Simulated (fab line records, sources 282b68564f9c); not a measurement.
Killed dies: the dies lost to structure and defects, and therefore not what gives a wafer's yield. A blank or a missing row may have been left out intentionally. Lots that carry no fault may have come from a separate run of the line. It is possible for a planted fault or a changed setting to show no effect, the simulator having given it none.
One fault through the eyes of 2 desks	flow rit-cmos	numbers are kept per desk, each desk with only its own; the story behind them comes last

== METROLOGY DESK ==
What the gauges read for every lot (on any tool): the sampled wafers with a number, averaged. A lot is out of limits, marked OUT, if its mean lies more than 4 standard deviations from the usual mean; the brackets give that distance.
Columns: A = INCOMING_BOW at RIT_ACTIVE_BOW_MEAS_00, usual 0 um; B = ACTIVE_OXIDE_THK at RIT_ACTIVE_THK_MEAS_02, usual 46.5 nm; C = ACTIVE_NITRIDE_THK at RIT_ACTIVE_THK_MEAS_04, usual 149.9 nm; D = cd-nm at RIT_ACTIVE_CD_MEAS_11, usual 1400.0 nm
lot	first seen here	A	B	C	D
L302	day 1 10:00	5	46.2	151.4	1397.6
L305	day 2 01:01	-3	45.7	150.1	1398.4
L307	day 2 11:00	1	46.8	147.7	1397.9
L310	day 3 02:02	2	46.0	148.8	1400.9
L320	day 5 04:00	-8	46.6	149.0	1400.9
L321	day 5 09:00	4	45.8	149.2	1399.2
This desk's finding: nothing out of limits on any of the 6 lots.

== FOR THE TOOL OWNER'S DESK: litho-track-03 ==
The tool's own readings at RIT_ACTIVE_COAT_06 (resist thk 1000 nm): means of the sampled wafers that have a number, for each lot that ran on this tool. A lot is out of limits, marked OUT, if its mean lies more than 4 standard deviations from the usual mean; the brackets give that distance.
Columns: A = spin-speed-rpm at RIT_ACTIVE_COAT_06, usual 3250.1 rpm
lot	first seen here	A
L302	day 1 13:44	3250.1
L320	day 5 08:55	3200.8 (-25) OUT
L321	day 5 14:46	3202.8 (-24) OUT
This desk's finding: out of limits on L320, L321; first on L320, day 5 08:55 (spin-speed-rpm at RIT_ACTIVE_COAT_06). L302 stayed within limits.

== PUT TOGETHER ==
The tool owner's desk had the chance to raise an alarm at day 5 08:55 on L320, L321.
At the metrology desk, nothing out of limits was observed.
The metrology desk has L320, L321 on record, within its limits.
RIT_ACTIVE_COAT_06 was run on litho-track-03 by each of the lots named.

== WHAT THE SIMULATOR PUT IN ==
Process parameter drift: litho-track-03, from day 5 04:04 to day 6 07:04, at RIT_ACTIVE_COAT_06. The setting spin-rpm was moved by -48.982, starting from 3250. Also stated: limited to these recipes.
Struck lots among those shown: L320, L321.
Hours from the fault's start to each desk's first reading out of limits: the tool owner's desk, 5.
